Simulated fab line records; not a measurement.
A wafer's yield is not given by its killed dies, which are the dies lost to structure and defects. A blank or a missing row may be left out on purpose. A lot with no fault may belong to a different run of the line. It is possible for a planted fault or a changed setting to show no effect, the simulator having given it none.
The tool behind it: which one? + flow rit_cmos + 14 lots (42 wafers sampled), 1 step of a 202-step route

WHAT THE GAUGES SHOWED, per wafer
The record lacks any reading of a measuring or inspecting step that a usual standard deviation could be used to judge.

WHAT TOOL EACH LOT RAN ON (gives the tool, then ch and the chambers of the sampled wafers, and finally the start)
| lot  | RIT_NSD_SOFTBAKE_02              |
|------|----------------------------------|
| L327 | litho_track-03 ch 0, day 2 22:29 |
| L328 | litho_track-03 ch 0, day 3 03:59 |
| L329 | litho_track-04 ch 0, day 3 07:58 |
| L331 | litho_track-02 ch 0, day 3 17:47 |
| L333 | litho_track-03 ch 0, day 4 04:35 |
| L334 | litho_track-03 ch 0, day 4 09:00 |
| L338 | litho_track-04 ch 0, day 5 04:43 |
| L339 | litho_track-04 ch 0, day 5 11:44 |
| L341 | litho_track-04 ch 0, day 5 20:50 |
| L345 | litho_track-03 ch 0, day 6 16:44 |
| L346 | litho_track-02 ch 0, day 6 20:56 |
| L347 | litho_track-03 ch 0, day 7 02:53 |
| L348 | litho_track-02 ch 0, day 7 07:34 |
| L350 | litho_track-03 ch 0, day 7 18:39 |
- RIT_NSD_SOFTBAKE_02: time 60 s.

WHAT THE TOOLS THEMSELVES READ (means of the sampled wafers that have a number; where no wafer has one, the mark that the record gives instead)
RIT_NSD_SOFTBAKE_02.
| lot  | tool           | heater_power_total_W (W) | plate_temp_C (C) |
|------|----------------|--------------------------|------------------|
| L327 | litho_track-03 | 34.59                    | 90.22            |
| L328 | litho_track-03 | 34.52                    | 90.11            |
| L329 | litho_track-04 | 34.57                    | 90.02            |
| L331 | litho_track-02 | 34.56                    | 90.08            |
| L333 | litho_track-03 | 33.30                    | 87.64            |
| L334 | litho_track-03 | 33.25                    | 87.80            |
| L338 | litho_track-04 | 34.55                    | 89.92            |
| L339 | litho_track-04 | 34.52                    | 89.89            |
| L341 | litho_track-04 | 34.56                    | 89.95            |
| L345 | litho_track-03 | 34.60                    | 89.83            |
| L346 | litho_track-02 | 34.57                    | 90.09            |
| L347 | litho_track-03 | 34.55                    | 89.86            |
| L348 | litho_track-02 | 34.57                    | 89.89            |
| L350 | litho_track-03 | 34.58                    | 90.06            |

THE ANSWER, worked out from the rows above alone
Rule: what is usual is taken from the lots themselves. The widest of any qualifying gaps counts: lots, ordered by their means at a reading, are off when they make up no more than a third of the lots, leave a main group of 4 or more, and stand apart from it by 3 or more times the standard deviation of that group's means. If all means in a main group match to the digits the tables above print for the reading, that group is not used. A lot without any number at a reading at which 4 lots or more have one is off too. All remaining lots with rows at the step are treated as sound. First the gauges in route order, then the tools' own readings, where a lot's mean is used as printed above. The first step at which some lot is off is used, and at that step the reading that is off furthest; a lot without a number counts as furthest.
Off: L333, L334, at RIT_NSD_SOFTBAKE_02 (heater_power_total_W). Main group: mean 34.56 W, sd 0.023.
A tool fits if, at that step or a process step before it, it ran every lot that is off, and no sound lot after the first of them. Of those tried, none fits.

WHAT WAS PUT IN BY THE SIMULATOR
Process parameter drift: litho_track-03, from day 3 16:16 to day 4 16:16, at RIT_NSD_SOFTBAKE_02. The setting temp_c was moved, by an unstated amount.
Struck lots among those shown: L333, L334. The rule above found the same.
